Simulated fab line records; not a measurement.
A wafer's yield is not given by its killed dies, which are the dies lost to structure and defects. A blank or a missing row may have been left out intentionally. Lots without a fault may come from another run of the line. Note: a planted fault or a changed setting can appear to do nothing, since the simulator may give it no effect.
A struck lot beside a sound one	flow ritCmos	15 steps out of a route of 202
Sound: wafers L169.2, L169.4, L169.5. The struck wafers were L180.4, L180.5, L180.6. At the end, the cause is stated.
Per side, at each step with rows, come the tool, then ch with its chambers, and then its first start. Under that, the readings that differ: sound wafers	struck wafers	difference of the means	sigmas: that difference in standard deviations of wafers without a fault.
alike: readings with means less than 2 such deviations apart, plus words and numbers identical on both sides. not compared: withheld readings, readings lacking a value on some wafer, bounds such as >300 that could conceal the same value, and numbers that have no deviation in the record and whose values overlap.
The two part at a step that has a row with sigmas, a row that says differs or no value, or rows on one side only. Numbers that have no deviation but don't overlap get no sigmas and don't part them. A reading missing from all wafers of one side parts the sides only when that side holds two or more wafers.

RIT_NSD_OVL_MEAS_06:
  sound on overlay-01 at day 4 08:05; struck on overlay-01 at day 6 09:59
  alike: NSD_OVL
then, 2 steps without rows for these wafers: RIT_NSD_HARDBAKE_07 (time 60 s); RIT_NSD_IMPLANT_08.
RIT_NSD_STRIP_09: strips in O2, time 180 s.
  sound on plasmaAsher-01 ch 0,1, day 4 08:29; struck on plasmaAsher-03 ch 0,1, day 6 10:22
  alike: drypumpMotorCurrentA
  not compared: rfHoursCounterH
RIT_NSD_TW_MEAS_10:
  sound on filmMetro-02 at day 4 08:40; struck on filmMetro-02 at day 6 10:31
  alike: NSD_TW
then, 6 steps without rows for these wafers: RIT_PSD_HMDS_00 (prime time 60 s); RIT_PSD_COAT_01 (resist thk 1000 nm); RIT_PSD_SOFTBAKE_02 (time 60 s); RIT_PSD_EXPOSE_03 (exposes mask M10, target cd 40900 nm); RIT_PSD_PEB_04; RIT_PSD_DEVELOP_05 (develop time 50 s).
RIT_PSD_OVL_MEAS_06:
  sound on overlay-02 at day 4 09:48; struck on overlay-02 at day 6 11:32
  alike: PSD_OVL
RIT_PSD_HARDBAKE_07: time 60 s.
  sound on lithoTrack-01 ch 0, day 4 10:02; struck on lithoTrack-01 ch 0, day 6 11:38
reading	sound	struck	difference	sigmas
heaterPowerTotalW (W)	62.49 62.57 62.57	61.24 61.16 61.16	-1.36	-28
plateTempC (C)	140.06 139.99 139.78	137.71 137.74 137.50	-2.29	-18
following that, these wafers have no rows for 1 step: RIT_PSD_IMPLANT_08.
RIT_M1_PROBE_99:
  sound on prober-02 at day 4 18:41; struck on prober-01 at day 6 20:14
  alike: killed_at_M0_to_M3, killedAtFrontEnd, killedDies, killedOpen, killedShort

== WHERE THEY PART ==
RIT_PSD_HARDBAKE_07 only, going by this record. Later steps at which nothing parts them and some readings are alike: RIT_M1_PROBE_99.

WHY: the cause the simulator had injected
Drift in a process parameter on lithoTrack-01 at RIT_PSD_HARDBAKE_07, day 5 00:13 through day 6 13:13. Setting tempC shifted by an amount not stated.
